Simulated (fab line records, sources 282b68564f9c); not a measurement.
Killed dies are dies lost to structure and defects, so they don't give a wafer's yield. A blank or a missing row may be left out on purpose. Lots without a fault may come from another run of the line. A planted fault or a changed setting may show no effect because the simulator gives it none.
Split-lot experiment | flow rit_cmos | 5 lots, 23 wafers read, on a route of 202 steps

THE SPLIT
At RIT_GATE_DEVELOP_15 (develop time 50 s), the setting develop_time_s was moved away from the recipe's 50 s on 9 of the 23 wafers read, by -3.8% to +14.5%. The other wafers ran this setting at the recipe's value.

FROM THE SPLIT TO THE READING: what the file shows between them, 3 steps
- RIT_GATE_CD_MEAS_16: target cd 150 nm
- RIT_GATE_ETCH_19: etches poly-Si in SF6/CHF3/O2, stops on SiO2, time 165 s, target depth 312.5 nm (also split here: over_etch_frac)
- RIT_GATE_STRIP_20: strips in O2, time 180 s

THE READING
cd_nm, in nm, at RIT_GATE_CD_MEAS_90 (target cd 150 nm). Fault-free wafers of this fab line usually give 148.8 nm, standard deviation 2.8 nm.

wafer  | tool, chamber at the split | develop_time_s as run, s | against the recipe | cd_nm, nm | against lot-mates on the recipe
L075.1 | litho_track-01, 0          | 57.24                    | +14.5%             | 124.7     | -24.7
L075.2 | litho_track-01, 0          | 57.24                    | +14.5%             | 125.2     | -24.2
L075.4 | litho_track-01, 0          | 50                       | recipe             | 149.9     | -
L075.5 | litho_track-01, 0          | 50                       | recipe             | 149.0     | -
L075.6 | litho_track-01, 0          | 57.24                    | +14.5%             | 125.5     | -23.9
L076.2 | litho_track-01, 0          | 50                       | recipe             | 146.4     | -
L076.3 | litho_track-01, 0          | 50                       | recipe             | 149.3     | -
L076.4 | litho_track-01, 0          | 50                       | recipe             | 146.7     | -
L076.5 | litho_track-01, 0          | 50                       | recipe             | 148.1     | -
L076.6 | litho_track-01, 0          | 50                       | recipe             | 146.7     | -
L077.1 | litho_track-04, 0          | 50                       | recipe             | 149.5     | -
L077.2 | litho_track-04, 0          | 56.32                    | +12.6%             | 129.2     | -21.4
L077.3 | litho_track-04, 0          | 50                       | recipe             | 151.6     | -
L077.4 | litho_track-04, 0          | 56.32                    | +12.6%             | 130.2     | -20.4
L077.5 | litho_track-04, 0          | 56.32                    | +12.6%             | 130.7     | -19.9
L079.2 | litho_track-04, 0          | 50                       | recipe             | 147.0     | -
L079.4 | litho_track-04, 0          | 50                       | recipe             | 147.1     | -
L079.5 | litho_track-04, 0          | 50                       | recipe             | 148.2     | -
L083.1 | litho_track-01, 0          | 48.12                    | -3.8%              | 156.5     | +4.2
L083.2 | litho_track-01, 0          | 50                       | recipe             | 152.6     | -
L083.3 | litho_track-01, 0          | 50                       | recipe             | 152.0     | -
L083.4 | litho_track-01, 0          | 48.12                    | -3.8%              | 159.6     | +7.3
L083.6 | litho_track-01, 0          | 48.12                    | -3.8%              | 159.0     | +6.7

THE FIT
A straight line over all 23 wafers: cd_nm changes by -1.65 nm for each +1% of develop_time_s; r = -0.98; the points scatter about the line by 2.1 nm.
The same after taking each lot's own level away (the mean of its wafers on the recipe; 23 wafers): -1.65 nm for each +1%; r = -1.00; scatter 0.91 nm.
On that fit, the largest move of develop_time_s shifts the reading by 24 nm.
The lots' own levels span 147.43 to 152.30 nm, that is 1.7 times the standard deviation above.
So the lot-to-lot level changes the slope little: the two slopes agree.
Check: with one of the wafers moved furthest among these (+14.5%) left out of the fit, the line predicts -23.8 nm for it against its lot-mates. It came out at -24.7 nm against them.

OTHER SPLITS ON THESE WAFERS
These wafers also went through other splits before the reading. Each is held against what the fit with the lots' levels taken away leaves over:
other split on the same wafers   | wafers away from the commonest value | r with cd_nm (lot level and that fit taken away)
RIT_ACTIVE_CVD_03 temp_c         | 15                                   | -0.04
RIT_ACTIVE_COAT_06 resist_thk_nm | 6                                    | -0.13
RIT_ACTIVE_SOFTBAKE_07 temp_c    | 5                                    | +0.00
RIT_ACTIVE_ETCH_13 time_s        | 9                                    | +0.11
RIT_NWELL_COAT_01 resist_thk_nm  | 6                                    | +0.11
RIT_PWELL_SOFTBAKE_02 temp_c     | 9                                    | -0.07
RIT_GATE_OXIDATION_05 ox_time_s  | 10                                   | +0.12
RIT_GATE_ETCH_19 over_etch_frac  | 7                                    | -0.12

THE WHOLE CHAIN: every reading that the file lists as answering this split, in the file's order
step                | what it does                                                                    | reading                                                     | change (the file's fit)              | r (the file's)
RIT_GATE_CD_MEAS_16 | target cd 150 nm                                                                | cd_nm                                                       | -1.66 nm for each +1% of the setting | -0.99
RIT_GATE_ETCH_19    | etches poly-Si in SF6/CHF3/O2, stops on SiO2, time 165 s, target depth 312.5 nm | GATE.cd_nm (the simulator's own value, which no gauge read) | -1.65 nm for each +1% of the setting | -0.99
RIT_GATE_CD_MEAS_90 | target cd 150 nm                                                                | cd_nm                                                       | -1.65 nm for each +1% of the setting | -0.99

THE FILE'S OWN FIT
cd_nm changes by -1.65 nm for each +1% of develop_time_s, r = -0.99.
